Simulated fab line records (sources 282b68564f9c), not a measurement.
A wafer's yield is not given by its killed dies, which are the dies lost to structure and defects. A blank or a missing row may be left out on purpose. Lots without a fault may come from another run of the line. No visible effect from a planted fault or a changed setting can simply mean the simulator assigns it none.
A lot that was struck, set against a sound lot	flow rit-cmos	22 out of 202 route steps
Sound: the wafers L731.1, L731.3, L731.5. Wafers struck: L738.1, L738.5, L738.6. At the end, the cause is stated.
For every step that has rows: the tool of each side, followed by ch and its chambers, followed by its first start. Under that, the readings that differ: sound wafers	struck wafers	difference of the means	sigmas: that difference in standard deviations of wafers without a fault.
alike: same words and numbers on both sides, and readings whose means sit less than 2 such deviations apart. not compared: any withheld reading, any reading some wafer has no value for, any bound like >300 that may hide the same value, and any number with overlapping values for which the record gives no deviation.
Wherever a step has rows on one side only, a row that says differs or no value, or a row with sigmas, the two part there. When numbers do not overlap yet have no deviation, they are printed without sigmas and do not part them. A reading that every wafer of one side lacks parts them only if that side has two wafers or more.

first, 3 steps without rows for these wafers: RIT_GATE_CLEAN_02 (cleans in dHF, time 30 s); RIT_GATE_CLEAN_03 (cleans in SC2, time 600 s); RIT_GATE_CLEAN_04 (cleans in dHF, time 60 s).
RIT_FOX2_THK_MEAS_91:
  struck on film-metro-01, day 6 02:29; sound on film-metro-03, day 4 15:49
  alike: FIELD_OXIDE_LEFT_2_THK
then, 2 steps without rows for these wafers: RIT_GATE_OXIDATION_05 (target thk 3 nm, ox time 270 s); RIT_GATE_ANNEAL_06 (time 600 s).
RIT_GATE_THK_MEAS_07:
  struck on film-metro-02, day 6 03:53; sound on film-metro-02, day 4 17:20
  alike: GATE_OXIDE_THK
then, 1 step without rows for these wafers: RIT_GATE_CVD_08 (deposits poly-Si from SiH4, target thk 250 nm, time 2220 s).
RIT_GATE_THK_MEAS_09:
  struck on film-metro-03, day 6 05:33; sound on film-metro-01, day 4 19:01
  alike: GATE_POLY_THK
then, 3 steps without rows for these wafers: RIT_GATE_HMDS_10 (prime time 60 s); RIT_GATE_COAT_11 (resist thk 850 nm); RIT_GATE_SOFTBAKE_12 (time 60 s).
RIT_GATE_EXPOSE_13: exposes mask M6, target cd 150 nm.
  sound on iline-stepper-02 ch 0, day 4 19:32; struck on iline-stepper-02 ch 0, day 6 06:14
  alike: mask, focus-offset-nm
then, 2 steps without rows for these wafers: RIT_GATE_PEB_14; RIT_GATE_DEVELOP_15 (develop time 50 s).
RIT_GATE_CD_MEAS_16: target cd 150 nm.
  struck on cd-sem-01, day 6 06:38; sound on cd-sem-01, day 4 19:56
reading	sound	struck	difference	sigmas
cd-nm (nm)	154 154 156	- - -	no value on the struck wafers	
RIT_GATE_OVL_MEAS_17:
  struck on overlay-01, day 6 06:45; sound on overlay-01, day 4 20:03
  alike: GATE_OVL
then, 1 step without rows for these wafers: RIT_GATE_HARDBAKE_18 (time 60 s).
RIT_GATE_ETCH_19: etches poly-Si in SF6/CHF3/O2, stops on SiO2, time 165 s, target depth 312.5 nm.
  sound on rie-si-01 ch 0,1,2, day 4 20:14; struck on rie-si-02 ch 0,1, day 6 06:56
  alike: SF6_flow_sccm, drypump-motor-current-A, oes-product-au, throttle-valve-pct
  not compared: rf-hours-counter-h
RIT_GATE_STRIP_20: strips in O2, time 180 s.
  sound on plasma-asher-02 ch 0,1, day 4 20:20; struck on plasma-asher-01 ch 0,1, day 6 07:02
  alike: drypump-motor-current-A
  not compared: rf-hours-counter-h
RIT_GATE_CD_MEAS_90: target cd 150 nm.
  struck on cd-sem-01, day 6 07:17; sound on cd-sem-01, day 4 20:31
reading	sound	struck	difference	sigmas
cd-nm (nm)	154 154 155	- - -	no value on the struck wafers	
then, 1 step without rows for these wafers: RIT_REOX_CLEAN_00 (cleans in SC1, time 600 s).

== WHERE THEY PART ==
Earliest at RIT_GATE_CD_MEAS_16; latest, in this record, at RIT_GATE_CD_MEAS_90.

WHY: what had been put in by the simulator
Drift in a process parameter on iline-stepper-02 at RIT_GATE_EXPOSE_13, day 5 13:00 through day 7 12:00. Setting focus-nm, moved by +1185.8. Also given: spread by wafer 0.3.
